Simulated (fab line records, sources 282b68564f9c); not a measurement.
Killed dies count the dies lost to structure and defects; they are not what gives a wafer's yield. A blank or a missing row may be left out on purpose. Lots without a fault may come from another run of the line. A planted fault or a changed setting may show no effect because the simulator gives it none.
fab line records | flow rit-cmos
record lots=7 wafers=21 last-day=7
route steps=202 shown NRETRO@60 PRETRO@64 GATE@75 M1@202
lots that met no fault: taken from a fault-free run of the same line
start-h: start of the lot's first displayed wafer, in hours after the record's first day | wait-h: hours from the lot's prior step to this one | " same as the row above | L1.1+2: several wafers, shown together as one row | - no value, or no start given | * or withheld: withheld | < > ~ a bound
route shown NAME@n: a module of which the file shows steps, and the number in the route of the first | usual: the fault-free wafers' mean and standard deviation | same: alike in all rows | chamber/n: place in a boat | sites: readings site by site | _std_site: how widely they spread, as a standard deviation | _edge_site: outer sites' mean less inner sites' | radius-mm: for every site, how far away it sits from the centre of the wafer | mask NAME#n: copy n | behind: the most recent tool/chamber to have shaped the wafer | hold: why the lot was held/for how many hours/how that ended | device: which transistor (n, p or np) failed to switch | end of line: at the end of the route, the tests of the same wafers | where a step has no rows: the recipe by itself | killed: the dies lost at the first sort to structure and to defects; this is not the yield of the wafer | map: a wafer's dies, marking killed ones x, the rest . and places with no die _
set.NAME: the setting that was run; set.NAME@STEP: the one run at that earlier step | model.NAME: the simulator's own value behind a step, which no gauge read
certain route steps with their lots: each step a table, each wafer a row
services: from which hour (start-h, from the record's first day; less than 0 if before it) a tool's chamber was out of use, for how many hours, and why
## steps
# step RIT_NRETRO_HARDBAKE_07
# recipe resist=NOVOLAK temp-c=140 time-s=120
# step RIT_NRETRO_IMPLANT_08
# recipe species=P energy-kev=70 dose-cm2=1e+13 tilt-deg=7
# step RIT_NRETRO_STRIP_09
# recipe chemistry=O2 time-s=180 resist=NOVOLAK platen-temp-c=withheld power-w=500 pressure-mtorr=4000 o2-flow-sccm=4000
# usual chamber-pressure-mTorr=4000/3.8 drypump-motor-current-A=5.5/0.53
# columns lot.wafer tool chamber start-h wait-h chamber-pressure-mTorr drypump-motor-current-A rf-hours-counter-h
L739.1 plasma-asher-01 1 51.07 0.1 4004 6.0 39
L739.2 " 0 " " 3991 4.7 39
L739.5 " 1 " " 3999 6.0 -
L740.1 plasma-asher-01 1 57.56 0.1 4005 5.9 40
L740.2 " 0 " " 4001 4.7 40
L740.5 " 1 " " 4006 6.0 -
L741.3 plasma-asher-02 0 61.91 0.1 3998 5.0 -
L741.4 " 1 " " 3994 6.0 -
L741.5 " 0 " " 4001 5.0 -
L748.2 plasma-asher-02 1 99.68 0.1 4002 6.0 46
L748.4 " 0 " " 3992 5.0 -
L748.6 " 1 " " 4003 6.0 -
L754.1 plasma-asher-04 0 126.13 0.1 4001 5.5 35
L754.2 " 1 " " 3990 6.0 35
L754.5 " 1 " " 4002 6.0 -
L755.3 plasma-asher-04 1 131.83 0.1 4001 6.0 -
L755.5 " 1 " " 4001 6.0 -
L755.6 " 0 " " 4000 5.5 -
L756.2 plasma-asher-04 0 136.38 0.1 4000 5.5 36
L756.3 " 0 " " 4004 5.5 -
L756.4 " 1 " " 4004 6.0 -
# step RIT_NRETRO_TW_MEAS_10
# usual NRETRO_TW=1034/10
# columns lot.wafer tool chamber start-h wait-h NRETRO_TW
L739.1 film-metro-02 - 51.24 0.1 1023
L739.2 " - " " 1024
L739.5 " - " " 1022
L740.1 film-metro-03 - 57.74 0.1 1023
L740.2 " - " " 1025
L740.5 " - " " 1021
L741.3 film-metro-02 - 62.05 0.1 1019
L741.4 " - " " 1023
L741.5 " - " " 1023
L748.2 film-metro-02 - 99.86 0.1 1032
L748.4 " - " " 1027
L748.6 " - " " 1034
L754.1 film-metro-02 - 126.31 0.1 1030
L754.2 " - " " 1028
L754.5 " - " " 1035
L755.3 film-metro-02 - 131.97 0.1 1037
L755.5 " - " " 1034
L755.6 " - " " 1032
L756.2 film-metro-03 - 136.56 0.1 1028
L756.3 " - " " 1023
L756.4 " - " " 1027
# step RIT_PRETRO_HMDS_00
# recipe prime-time-s=60 prime-temp-c=140
# step RIT_PRETRO_COAT_01
# recipe resist=NOVOLAK spin-rpm=2000 resist-thk-nm=1300
# step RIT_PRETRO_SOFTBAKE_02
# recipe resist=NOVOLAK temp-c=90 time-s=60
# step RIT_PRETRO_EXPOSE_03
# recipe mask-id=M5 na=0.57 target-cd-nm=43700 dose-mj=250
# step RIT_PRETRO_PEB_04
# recipe resist=NOVOLAK temp-c=withheld time-s=withheld
# step RIT_PRETRO_DEVELOP_05
# recipe resist=NOVOLAK develop-time-s=68 dev-temp-c=23
# step RIT_PRETRO_OVL_MEAS_06
# usual PRETRO_OVL=-0.1/1.4
# columns lot.wafer tool chamber start-h wait-h PRETRO_OVL[nm]
L739.1 overlay-01 - 52.42 - 1.9
L739.2 " - " " 2.6
L739.5 " - " " 1.2
L740.1 overlay-01 - 58.79 - 0.4
L740.2 " - " " -0.1
L740.5 " - " " -0.7
L741.3 overlay-02 - 62.98 - -1.8
L741.4 " - " " -2.0
L741.5 " - " " -2.9
L748.2 overlay-02 - 100.80 - -1.6
L748.4 " - " " 1.2
L748.6 " - " " 0.4
L754.1 overlay-01 - 127.52 - 2.3
L754.2 " - " " 0.6
L754.5 " - " " 1.7
L755.3 overlay-02 - 132.90 - -2.1
L755.5 " - " " -0.5
L755.6 " - " " -2.5
L756.2 overlay-02 - 137.64 - -0.6
L756.3 " - " " -1.8
L756.4 " - " " -1.1
# step RIT_PRETRO_HARDBAKE_07
# recipe resist=NOVOLAK temp-c=140 time-s=120
# step RIT_PRETRO_IMPLANT_08
# recipe species=B energy-kev=45 dose-cm2=1.2e+13 tilt-deg=7
# usual dose-ions-cm2=1.2e+13/1.2e+10 faraday-current-uA=38.0/0.74
# columns lot.wafer tool chamber start-h wait-h dose-ions-cm2 faraday-current-uA
L739.1 implanter-02 0 52.70 0.2 1.2012e+13 38.1
L739.2 " 0 " " 1.1992e+13 38.4
L739.5 " 0 " " 1.2018e+13 38.0
L740.1 implanter-01 0 59.08 0.2 1.1973e+13 37.8
L740.2 " 0 " " 1.2e+13 37.5
L740.5 " 0 " " 1.2007e+13 37.3
L741.3 implanter-03 0 63.31 0.2 1.1993e+13 38.2
L741.4 " 0 " " 1.1996e+13 37.9
L741.5 " 0 " " 1.2005e+13 37.2
L748.2 implanter-01 0 101.10 0.2 1.1995e+13 38.5
L748.4 " 0 " " 1.1987e+13 38.0
L748.6 " 0 " " 1.1991e+13 39.1
L754.1 implanter-02 0 127.81 0.2 8.749e+12 28.1
L754.2 " 0 " " 8.756e+12 27.4
L754.5 " 0 " " 8.749e+12 28.6
L755.3 implanter-02 0 133.23 0.2 8.754e+12 28.5
L755.5 " 0 " " 8.757e+12 27.3
L755.6 " 0 " " 8.758e+12 28.2
L756.2 implanter-02 0 137.95 0.2 8.757e+12 27.3
L756.3 " 0 " " 8.759e+12 28.3
L756.4 " 0 " " 8.76e+12 27.0
# step RIT_PRETRO_STRIP_09
# recipe chemistry=O2 time-s=180 resist=NOVOLAK platen-temp-c=withheld power-w=500 pressure-mtorr=4000 o2-flow-sccm=4000
# usual chamber-pressure-mTorr=4000/4.1 drypump-motor-current-A=5.6/0.42
# columns lot.wafer tool chamber start-h wait-h chamber-pressure-mTorr drypump-motor-current-A rf-hours-counter-h
L739.1 plasma-asher-04 1 52.85 0.1 4004 6.1 26
L739.2 " 0 " " 4000 5.5 26
L739.5 " 1 " " 3997 6.0 -
L740.1 plasma-asher-02 1 59.23 0.1 4002 6.0 42
L740.2 " 0 " " 4001 5.0 42
L740.5 " 0 " " 3999 5.0 -
L741.3 plasma-asher-03 0 63.46 0.1 3977 5.7 -
L741.4 " 1 " " 3999 5.5 -
L741.5 " 0 " " 4004 5.7 -
L748.2 plasma-asher-02 0 101.23 0.1 4005 5.0 47
L748.4 " 0 " " 3998 5.0 -
L748.6 " 1 " " 3998 6.0 -
L754.1 plasma-asher-02 1 127.96 0.1 4001 6.0 1
L754.2 " 0 " " 3995 5.0 1
L754.5 " 0 " " 3998 5.0 -
L755.3 plasma-asher-02 1 133.38 0.1 3999 6.0 -
L755.5 " 0 " " 4002 5.0 -
L755.6 " 1 " " 3993 6.0 -
L756.2 plasma-asher-02 1 138.20 0.2 3990 6.0 3
L756.3 " 1 " " 4003 6.0 -
L756.4 " 0 " " 3995 5.0 -
# step RIT_PRETRO_TW_MEAS_10
# usual PRETRO_TW=471/5.8
# columns lot.wafer tool chamber start-h wait-h PRETRO_TW
L739.1 film-metro-04 - 53.03 0.1 475
L739.2 " - " " 475
L739.5 " - " " 473
L740.1 film-metro-01 - 59.40 0.1 473
L740.2 " - " " 474
L740.5 " - " " 474
L741.3 film-metro-01 - 63.60 0.1 471
L741.4 " - " " 475
L741.5 " - " " 474
L748.2 film-metro-03 - 101.41 0.1 463
L748.4 " - " " 463
L748.6 " - " " 464
L754.1 film-metro-04 - 128.13 0.1 430
L754.2 " - " " 429
L754.5 " - " " 428
L755.3 film-metro-01 - 133.52 0.1 430
L755.5 " - " " 430
L755.6 " - " " 427
L756.2 film-metro-03 - 138.38 0.1 422
L756.3 " - " " 420
L756.4 " - " " 423
# step RIT_GATE_WET_ETCH_00
# recipe chemistry=BOE target=SiO2 target-depth-nm=56 time-s=60 dry=n2-spin dilution=10:1 temp-c=21.5
# step RIT_M1_PROBE_99
# usual killed-at-contacts=0.1/0.34 killed-at-front-end=7.0/2.9 killed-dies=7.2/2.9 killed-open=3.6/1.9 killed-short=3.5/2.1
# same gross-dies=264 killed_at_M0_to_M3=0 killed_at_M4_up=0 killed-at-back-side=0 killed-at-other=0
# columns lot.wafer tool chamber start-h wait-h killed-at-contacts killed-at-front-end killed-dies killed-open killed-short model.etest.nmos_0p3.r-on-ohm-um model.etest.nmos-turned.drive-ua-um model.etest.nmos_0p15.drive-ua-um model.etest.nmos_0p3.drive-ua-um model.etest.nmos-narrow.drive-ua-um model.etest.nmos_0p15.off-log10-a-um model.etest.retro-edge-nmos.off-log10-a-um model.etest.ring.quiet-log10-a
L739.1 prober-01 - 81.88 0.1 0 4 4 2 2 2228 314.8 451.6 216.6 211.6 -10.18 -10.16 -7.87
L739.2 prober-01 - 81.93 0.1 0 5 5 3 2 2161 321.6 462.7 221 213.7 -10.21 -10.21 -7.822
L739.5 prober-01 - 82.08 0.2 0 12 12 6 6 2192 329.4 469.2 223.4 221.3 -10.05 -9.832 -7.698
L740.1 prober-02 - 88.67 0.1 0 5 5 5 0 2171 306.7 446.6 216.2 213 -10.71 -10.47 -8.068
L740.2 prober-02 - 88.72 0.1 0 5 5 2 3 2211 298.6 443.7 216.6 213.7 -10.7 -10.63 -8.129
L740.5 prober-02 - 88.87 0.2 0 11 11 7 4 2226 302.8 443.2 217 215.4 -10.61 -10.44 -8.068
L741.3 prober-01 - 90.63 0.2 1 6 7 2 5 2173 295.6 439 224.6 222.3 -10.84 -10.54 -8.335
L741.4 prober-01 - 90.68 0.2 0 6 6 2 4 2193 305 444.7 226.2 226.8 -10.86 -10.75 -8.332
L741.5 prober-01 - 90.73 0.2 0 5 5 0 5 2142 308.8 449.5 231 226.7 -10.68 -10.57 -8.234
L748.2 prober-02 - 128.76 0.1 0 7 7 2 5 2188 322.9 449.2 218.6 224.2 -10.53 -10.37 -8.127
L748.4 prober-02 - 128.86 0.2 0 3 3 2 1 2175 326.6 456.6 214.2 220.4 -10.35 -10.36 -7.921
L748.6 prober-02 - 128.96 0.2 0 10 10 6 4 2198 323.6 451.6 216.1 221.5 -10.57 -10.63 -8.099
L754.1 prober-02 - 156.02 0.1 0 4 4 1 3 2082 364.7 509.5 246.2 241.1 -8.892 -8.749 -6.841
L754.2 prober-02 - 156.07 0.1 0 7 7 5 2 2050 361.6 492 241.9 240.8 -9.288 -9.283 -7.253
L754.5 prober-02 - 156.22 0.2 1 4 5 3 1 2051 360.2 499.8 240.5 238.9 -9.209 -8.987 -7.153
L755.3 prober-01 - 162.26 0.2 0 5 5 2 3 1985 378.6 521.3 259 256.5 -9.117 -8.861 -7.044
L755.5 prober-01 - 162.36 0.2 1 4 5 2 3 2047 366.7 492.9 252.6 248.1 -9.546 -9.432 -7.482
L755.6 prober-01 - 162.41 0.2 0 7 7 4 3 2063 370.9 511.4 255.2 258.2 -9.042 -8.784 -6.991
L756.2 prober-02 - 164.42 0.1 1 7 8 6 2 2070 350.5 497.3 247.8 248.4 -9.148 -9.093 -7.04
L756.3 prober-02 - 164.47 0.2 0 5 5 3 2 2052 355.2 503.2 247.6 246.7 -9.155 -8.97 -7.081
L756.4 prober-02 - 164.52 0.2 0 13 13 5 8 2118 342.8 493.2 246.2 245.9 -9.267 -9.126 -7.165
# killed by level:class
L739.1 REOX:geometric-particle:short=2 REOX:geometric-particle:open=2
L739.2 FOX1:geometric-particle:short=2 GATE:geometric-particle:open=1 REOX:geometric-particle:open=1 SILICIDE:geometric-particle:open=1
L739.5 GATE:geometric-particle:open=5 GATE:geometric-particle:short=3 REOX:geometric-particle:short=2 SILICIDE:geometric-particle:open=1 SILICIDE:geometric-particle:short=1
L740.1 SPACER:geometric-particle:open=2 SILICIDE:geometric-particle:open=2 GATE:geometric-particle:open=1
L740.2 GATE:geometric-particle:open=2 GATE:geometric-particle:short=2 FOX1:geometric-particle:short=1
L740.5 FOX1:geometric-particle:short=3 GATE:geometric-particle:open=3 FOX1:geometric-particle:open=1 FOX2:geometric-particle:open=1 GATE:geometric-particle:short=1 SPACER:geometric-particle:open=1 SILICIDE:geometric-particle:open=1
L741.3 SPACER:geometric-particle:short=2 FOX2:geometric-particle:open=1 GATE:geometric-particle:short=1 REOX:geometric-particle:short=1 SPACER:geometric-particle:open=1 CONTACT:geometric-particle:short=1
L741.4 FOX1:geometric-particle:short=1 GATE:geometric-particle:short=1 GATE:geometric-particle:open=1 REOX:geometric-particle:open=1 SPACER:geometric-particle:short=1 SILICIDE:geometric-particle:short=1
L741.5 GATE:geometric-particle:short=4 SPACER:geometric-particle:short=1
L748.2 GATE:geometric-particle:short=3 REOX:geometric-particle:short=2 SPACER:geometric-particle:open=1 SILICIDE:geometric-particle:open=1
L748.4 FOX1:geometric-particle:open=1 REOX:geometric-particle:open=1 SILICIDE:geometric-particle:short=1
L748.6 FOX1:geometric-particle:open=2 GATE:geometric-particle:short=2 REOX:geometric-particle:open=2 GATE:geometric-particle:open=1 REOX:geometric-particle:short=1 SPACER:geometric-particle:short=1 SILICIDE:geometric-particle:open=1
L754.1 GATE:geometric-particle:short=1 GATE:geometric-particle:open=1 SPACER:geometric-particle:short=1 SILICIDE:geometric-particle:short=1
L754.2 SILICIDE:geometric-particle:open=2 FOX1:geometric-particle:open=1 GATE:geometric-particle:open=1 REOX:geometric-particle:open=1 REOX:geometric-particle:short=1 SPACER:geometric-particle:short=1
L754.5 FOX2:geometric-particle:open=1 SPACER:geometric-particle:open=1 SILICIDE:geometric-particle:short=1 CONTACT:geometric-particle:open=1 PRETRO:coat-microbubble-printed=1
L755.3 REOX:geometric-particle:open=2 FOX2:geometric-particle:short=1 SPACER:geometric-particle:short=1 SILICIDE:geometric-particle:short=1
L755.5 GATE:geometric-particle:short=1 REOX:geometric-particle:open=1 SPACER:geometric-particle:open=1 SILICIDE:geometric-particle:short=1 CONTACT:geometric-particle:short=1
L755.6 GATE:geometric-particle:short=2 GATE:geometric-particle:open=2 FOX1:geometric-particle:open=1 SPACER:geometric-particle:short=1 SPACER:geometric-particle:open=1
L756.2 GATE:geometric-particle:open=4 GATE:geometric-particle:short=1 SPACER:geometric-particle:short=1 SPACER:geometric-particle:open=1 CONTACT:geometric-particle:open=1
L756.3 FOX1:geometric-particle:open=1 FOX2:geometric-particle:short=1 GATE:geometric-particle:open=1 SPACER:geometric-particle:short=1 SPACER:geometric-particle:open=1
L756.4 GATE:geometric-particle:short=5 GATE:geometric-particle:open=2 SPACER:geometric-particle:open=2 FOX1:geometric-particle:short=1 SPACER:geometric-particle:short=1 SILICIDE:geometric-particle:open=1 SILICIDE:geometric-particle:short=1
## services
# columns tool chamber start-h hours kind
implanter-02 - 59.75 6.0 repair
implanter-02 - 76.95 4.1 repair
implanter-01 - 107.89 7.4 repair
plasma-asher-03 - 107.97 28.1 pm
plasma-asher-02 - 108.75 9.0 pm
plasma-asher-02 0 108.75 9.0 vent-cycle
plasma-asher-02 1 108.75 9.0 vent-cycle
plasma-asher-02 0 117.75 - clean
plasma-asher-02 1 117.75 - clean
implanter-01 - 125.41 3.2 pm
implanter-03 - 128.68 3.1 repair
plasma-asher-03 - 136.07 14.6 pm
plasma-asher-04 - 138.04 2.8 pm
## key
first-sign step=RIT_PRETRO_IMPLANT_08 reading=dose-ions-cm2 direction=down sigmas=99+ usual=1.2e+13 struck=8.755e+12
effect step=RIT_PRETRO_IMPLANT_08 reading=faraday-current-uA direction=down sigmas=14 usual=38.0 struck=27.8
effect step=RIT_PRETRO_TW_MEAS_10 reading=PRETRO_TW direction=down sigmas=7.6 usual=471 struck=427
model-effect step=RIT_M1_PROBE_99 value=etest.nmos_0p3.r-on-ohm-um without=2172 struck=2058
met-at RIT_PRETRO_IMPLANT_08
struck-wafers L754.1,L754.2,L754.5,L755.3,L755.5,L755.6,L756.2,L756.3,L756.4
tester-left-out L754,L755,L756
onset-between 52.70 127.81
fault kind=process-parameter-drift tool=implanter-02 chamber=- onset-h=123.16 steps=RIT_PRETRO_IMPLANT_08 channel=dose-cm2 offset=-3.2543e+12 shape=step end-h=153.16 acts-in=these-recipes-only stated=1.2e+13
# tester-left-out: of these lots the tester's yield and bins aren't shown, on N5 and GAA mostly nor the transistor test; their killed dies are dies lost to structure and defects alone, not to doping, threshold or leakage, so they don't give the yield
